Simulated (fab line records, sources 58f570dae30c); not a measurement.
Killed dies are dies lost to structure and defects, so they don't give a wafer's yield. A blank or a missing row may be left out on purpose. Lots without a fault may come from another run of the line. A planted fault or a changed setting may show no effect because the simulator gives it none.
Which tool did it? | flow berkeley_cmos170 | 14 lots, 42 wafers sampled, at 3 steps of a route of 331

WHAT THE GAUGES READ, wafer by wafer
UCB170_GATE_OVL_MEAS_13.
lot  | measured     | on         | GATE_OVL (nm)
L507 | day 6 14:19  | overlay-01 | 3 2 0
L508 | day 6 19:55  | overlay-01 | -15 -5 -14
L509 | day 6 20:07  | overlay-02 | 6 -4 1
L506 | day 6 20:13  | overlay-01 | 2 3 6
L511 | day 7 05:55  | overlay-02 | 7 11 4
L510 | day 7 11:46  | overlay-01 | -3 3 5
L514 | day 7 17:14  | overlay-01 | -11 -3 -2
L513 | day 7 17:21  | overlay-02 | 1 -3 2
L518 | day 9 03:11  | overlay-02 | 0 6 5
L519 | day 9 03:25  | overlay-01 | -7 -9 -9
L520 | day 9 03:40  | overlay-02 | 2 3 5
L517 | day 9 03:54  | overlay-01 | -7 -2 -1
L521 | day 9 15:31  | overlay-02 | -2 -5 1
L528 | day 10 12:49 | overlay-02 | -13 -7 -11

UCB170_V2_CD_MEAS_12: target cd 700 nm.
lot  | measured     | on        | cd_nm (nm)
L507 | day 8 04:29  | cd_sem-01 | 697.6 698.8 697.1
L508 | day 8 05:06  | cd_sem-02 | 703.4 701.8 701.4
L509 | day 8 04:59  | cd_sem-01 | 696.9 698.2 697.0
L506 | day 8 21:13  | cd_sem-01 | 697.5 698.4 699.0
L511 | day 9 01:29  | cd_sem-01 | 700.7 701.9 701.5
L510 | day 9 09:25  | cd_sem-01 | 702.3 701.1 700.2
L514 | day 9 11:03  | cd_sem-02 | 699.0 698.2 699.2
L513 | day 9 11:31  | cd_sem-02 | 697.2 698.6 698.1
L518 | day 10 19:21 | cd_sem-02 | 700.0 701.3 699.5
L519 | day 10 18:58 | cd_sem-02 | 696.2 699.1 699.4
L520 | day 10 17:07 | cd_sem-02 | 700.0 699.7 699.1
L517 | day 10 15:32 | cd_sem-02 | 701.6 702.6 701.4
L521 | day 11 01:25 | cd_sem-02 | 700.5 700.9 701.1
L528 | day 12 00:15 | cd_sem-02 | 703.6 702.4 702.9

WHICH TOOL RAN EACH LOT (tool, then ch and the chambers of the sampled wafers, then the start)
lot  | UCB170_M1_METAL_ETCH_12
L507 | rie_metal-04 ch 1, day 7 12:16
L508 | rie_metal-01 ch 1, day 7 16:17
L509 | rie_metal-03 ch 0,1, day 7 16:34
L506 | rie_metal-04 ch 0, day 7 22:29
L511 | rie_metal-03 ch 0,1, day 8 07:37
L510 | rie_metal-04 ch 0,1, day 8 18:23
L514 | rie_metal-04 ch 0,1, day 8 21:30
L513 | rie_metal-03 ch 0, day 8 21:05
L518 | rie_metal-03 ch 0,1, day 10 06:09
L519 | rie_metal-04 ch 0,1, day 10 05:11
L520 | rie_metal-01 ch 0,1, day 10 05:50
L517 | rie_metal-03 ch 0,1, day 10 04:56
L521 | rie_metal-04 ch 0,1, day 10 10:37
L528 | rie_metal-01 ch 0,1, day 11 11:47
- UCB170_M1_METAL_ETCH_12: etches Al in Cl2/BCl3, stops on PSG, target depth 780 nm, time 130 s.

WHAT THE TOOLS THEMSELVES READ (means of the sampled wafers that have a number; where no wafer has one, the mark that the record gives instead)
UCB170_M1_METAL_ETCH_12.
lot  | tool         | drypump_motor_current_A (A) | oes_product_au (a.u.) | throttle_valve_pct (%)
L507 | rie_metal-04 | 6.6                         | 0.836                 | 24.14
L508 | rie_metal-01 | 6.0                         | 0.854                 | 24.19
L509 | rie_metal-03 | 6.2                         | 0.844                 | 24.44
L506 | rie_metal-04 | 5.9                         | 0.875                 | 24.30
L511 | rie_metal-03 | 6.1                         | 0.842                 | 24.44
L510 | rie_metal-04 | 6.1                         | 0.861                 | 24.23
L514 | rie_metal-04 | 6.3                         | 0.866                 | 24.16
L513 | rie_metal-03 | 5.3                         | 0.820                 | 24.58
L518 | rie_metal-03 | 6.2                         | 0.839                 | 24.44
L519 | rie_metal-04 | 6.4                         | 0.806                 | 24.18
L520 | rie_metal-01 | 5.6                         | 0.873                 | 24.45
L517 | rie_metal-03 | 6.2                         | 0.852                 | 24.43
L521 | rie_metal-04 | 6.1                         | 0.844                 | 24.24
L528 | rie_metal-01 | 5.6                         | 0.867                 | 24.44

THE ANSWER, worked out from the rows above alone
Rule: what is usual is taken from the lots themselves. Put in order of their means at a reading, lots are off if they are a third of the lots or fewer, leave a main group of 4 or more, and stand apart from it by a gap of 3 or more times the standard deviation of the main group's means; of several such gaps the widest counts. A main group whose means are all the same, to the digits that the tables above print for the reading, isn't used. A lot without any number at a reading at which 4 lots or more have one is off too. The other lots that the step has rows for count as sound. The gauges are gone through in route order, then the tools' own readings, and for those a lot's mean is taken as printed above. The first step at which some lot is off is used, and at that step the reading that is off furthest; a lot without a number counts as furthest.
No lot is off at any reading shown: from this, nothing can be told.

WHAT THE SIMULATOR HAD PUT IN
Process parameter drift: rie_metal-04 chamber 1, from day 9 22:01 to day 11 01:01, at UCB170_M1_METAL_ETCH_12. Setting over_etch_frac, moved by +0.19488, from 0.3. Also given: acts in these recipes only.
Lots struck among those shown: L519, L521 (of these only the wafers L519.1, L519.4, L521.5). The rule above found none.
